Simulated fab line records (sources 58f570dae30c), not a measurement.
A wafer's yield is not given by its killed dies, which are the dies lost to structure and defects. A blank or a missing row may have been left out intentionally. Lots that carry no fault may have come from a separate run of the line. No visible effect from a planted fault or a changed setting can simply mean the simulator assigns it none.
Which of the tools did it? :: flow berkeleyCmos170 :: 7 lots, 21 wafers sampled, at 1 step of a route of 331

## WHAT EACH GAUGE READ, for each wafer
UCB170_ACTIVE_THK_MEAS_03.
lot: L974
measured: day 5 05:17
on: filmMetro-04
ACTIVE_OXIDE_THK (nm): 27.5 27.3 26.7

lot: L972
measured: day 5 05:19
on: filmMetro-03
ACTIVE_OXIDE_THK (nm): 26.9 26.9 26.5

lot: L979
measured: day 6 00:13
on: filmMetro-02
ACTIVE_OXIDE_THK (nm): 26.7 26.7 26.7

lot: L981
measured: day 6 07:48
on: filmMetro-04
ACTIVE_OXIDE_THK (nm): 26.0 25.4 26.0

lot: L983
measured: day 6 18:09
on: filmMetro-04
ACTIVE_OXIDE_THK (nm): 26.3 26.3 26.0

lot: L989
measured: day 8 06:31
on: filmMetro-03
ACTIVE_OXIDE_THK (nm): 26.6 25.9 26.4

lot: L992
measured: day 9 03:47
on: filmMetro-04
ACTIVE_OXIDE_THK (nm): 25.9 26.1 26.3

## TOOL THAT RAN EACH LOT (tool first, then ch and the chambers of the sampled wafers, then the start)
No process step before these readings appears in the record.

## THE ANSWER, worked out from the rows above alone
Rule: the lots themselves supply what counts as usual. The widest of any qualifying gaps counts: lots, ordered by their means at a reading, are off when they make up no more than a third of the lots, leave a main group of 4 or more, and stand apart from it by 3 or more times the standard deviation of that group's means. The tables above print the reading to a certain number of digits; a main group whose means all agree to those digits is not used. Also off: a lot with no number at a reading for which 4 or more lots have one. Any other lot the step has rows for is counted as sound.
Across all readings shown, no lot is off: no conclusion can be drawn from this.

## WHAT THE SIMULATOR PUT IN
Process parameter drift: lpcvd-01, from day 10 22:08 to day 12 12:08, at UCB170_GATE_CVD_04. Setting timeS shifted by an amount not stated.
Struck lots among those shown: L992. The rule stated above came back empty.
